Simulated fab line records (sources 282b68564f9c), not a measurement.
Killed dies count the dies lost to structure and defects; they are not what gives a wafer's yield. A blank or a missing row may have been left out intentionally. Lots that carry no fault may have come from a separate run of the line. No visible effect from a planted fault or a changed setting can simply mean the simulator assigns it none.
A struck lot beside a sound one -- flow ritCmos -- 15 out of 202 route steps
Sound: the wafers L855.3, L855.5, L855.6. Struck: wafers L878.4, L878.5, L878.6. The cause is given at the end.
Order at every step that has rows: each side's tool, ch and its chambers, its first start. Under that, the readings that differ: sound wafers -- struck wafers -- difference of the means -- sigmas: that difference in standard deviations of wafers without a fault.
alike: same words and numbers on both sides, and readings whose means sit less than 2 such deviations apart. not compared: any withheld reading, any reading some wafer has no value for, any bound like >300 that may hide the same value, and any number with overlapping values for which the record gives no deviation.
A row with sigmas, a row that says differs or no value, or rows on one side alone: a step with any of these is where the two part. When numbers do not overlap yet have no deviation, they are printed without sigmas and do not part them. Lack of a reading on every wafer of one side parts them only where that side has two or more wafers.

first, 3 steps without rows for these wafers: RIT_REOX_CLEAN_01 (cleans in dHF, time 30 s); RIT_REOX_CLEAN_02 (cleans in SC2, time 600 s); RIT_REOX_OXIDATION_03 (target thk 25.2 nm, ox time 5580 s).
RIT_REOX_THK_MEAS_04:
  sound: filmMetro-02 at day 2 23:14; struck: filmMetro-02 at day 8 02:54
  alike: REOX_OXIDE_THK
then, 6 steps without rows for these wafers: RIT_NLDD_HMDS_00 (prime time 60 s); RIT_NLDD_COAT_01 (resist thk 1000 nm); RIT_NLDD_SOFTBAKE_02 (time 60 s); RIT_NLDD_EXPOSE_03 (exposes mask M7, target cd 40700 nm); RIT_NLDD_PEB_04; RIT_NLDD_DEVELOP_05 (develop time 50 s).
RIT_NLDD_OVL_MEAS_06:
  sound: overlay-02 at day 3 00:08; struck: overlay-02 at day 8 03:55
  alike: NLDD_OVL
then, 1 step without rows for these wafers: RIT_NLDD_HARDBAKE_07 (time 60 s).
RIT_NLDD_IMPLANT_08:
  sound on implanter-04 ch 0, day 3 00:22; struck on implanter-02 ch 0, day 8 04:10
reading,sound,struck,difference,sigmas
beamEnergyKeV,20.001 20.013 20.011,19.514 19.515 19.517,-0.493,-80
model.implant.drpNm (nm),12.97 12.97 12.97,12.78 12.78 12.78,-0.19,
  alike: doseIonsCm2, endStationPressureTorr
RIT_NLDD_STRIP_09: strips in O2, time 180 s.
  sound on plasmaAsher-03 ch 0,1, day 3 00:31; struck on plasmaAsher-03 ch 0,1, day 8 04:18
  alike: drypumpMotorCurrentA
  not compared: rfHoursCounterH
RIT_M1_PROBE_99:
  sound: prober-01 at day 3 15:48; struck: prober-02 at day 8 19:33
reading,sound,struck,difference,sigmas
model.etest.npolyLine.lineOhmUm,174.3 170.1 171.6,186.2 179.7 182.6,+10.8,
model.etest.ppolyLine.lineOhmUm,165.7 161.8 163.2,180.1 173.8 174.2,+12.5,
model.etest.npolyLine.widthNm (nm),96.77 99.36 99.17,91.54 94.3 93.93,-5.18,
model.etest.ppolyLine.widthNm (nm),98.48 100.8 99.89,92.28 94.76 94.97,-5.72,
model.etest.nmos_0p15.offLog10AUm,-9.87 -9.844 -10.13,-8.607 -9.051 -9.081,+1.035,
model.etest.retroEdgeNmos.offLog10AUm,-9.721 -9.812 -10.07,-8.422 -9.011 -8.97,+1.067,
model.etest.ring.quietLog10A (angstrom),-7.626 -7.52 -7.793,-6.482 -6.902 -6.959,+0.865,
  alike: killedAtContacts, killedAtFrontEnd, killedDies, killedOpen, killedShort
  not compared: model.etest.nplusSal.widthNm

## WHERE THEY PART
At RIT_NLDD_IMPLANT_08 and nowhere else, as far as this record goes. Later steps at which nothing parts them and some readings are alike: RIT_NLDD_STRIP_09, RIT_M1_PROBE_99.

WHY: the cause the simulator had injected
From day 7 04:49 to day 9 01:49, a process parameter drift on implanter-02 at RIT_NLDD_IMPLANT_08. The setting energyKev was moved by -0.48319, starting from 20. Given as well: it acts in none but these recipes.
